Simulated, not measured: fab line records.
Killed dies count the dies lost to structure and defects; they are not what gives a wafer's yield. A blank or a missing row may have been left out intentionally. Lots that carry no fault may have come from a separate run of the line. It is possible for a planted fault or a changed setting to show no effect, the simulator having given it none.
Which of the tools did it?	flow rit cmos	7 lots with 21 wafers sampled at 2 steps, on a route of 202 steps

WHAT THE GAUGES READ, wafer by wafer
RIT_NRETRO_TW_MEAS_10.
lot	measured	on	NRETRO_TW
L737	day 2 19:34	film metro-01	1039 1040 1039
L739	day 3 07:14	film metro-01	1054 1050 1046
L742	day 4 02:48	film metro-02	1049 1048 1051
L744	day 4 10:31	film metro-02	1054 1052 1043
L748	day 5 01:15	film metro-01	1069 1072 1077
L756	day 7 01:45	film metro-03	1060 1062 1057
L758	day 7 15:47	film metro-02	1054 1058 1053

TOOL THAT RAN EACH LOT (tool first, then ch and the chambers of the sampled wafers, then the start)
lot	RIT_NRETRO_IMPLANT_08
L737	implanter-01 ch 0, day 2 19:16
L739	implanter-04 ch 0, day 3 06:56
L742	implanter-02 ch 0, day 4 02:29
L744	implanter-01 ch 0, day 4 10:11
L748	implanter-04 ch 0, day 5 00:56
L756	implanter-01 ch 0, day 7 01:28
L758	implanter-02 ch 0, day 7 15:28
- RIT_NRETRO_IMPLANT_08

THE ANSWER, worked out from the rows above alone
Rule: what is usual is taken from the lots themselves. Put in order of their means at a reading, lots are off if they are a third of the lots or fewer, leave a main group of 4 or more, and stand apart from it by a gap of 3 or more times the standard deviation of the main group's means; of several such gaps the widest counts. If all means in a main group match to the digits the tables above print for the reading, that group is not used. A lot without any number at a reading at which 4 lots or more have one is off too. All remaining lots with rows at the step are treated as sound.
None of the lots is off at any reading shown; this tells nothing.

WHAT WAS PUT IN BY THE SIMULATOR
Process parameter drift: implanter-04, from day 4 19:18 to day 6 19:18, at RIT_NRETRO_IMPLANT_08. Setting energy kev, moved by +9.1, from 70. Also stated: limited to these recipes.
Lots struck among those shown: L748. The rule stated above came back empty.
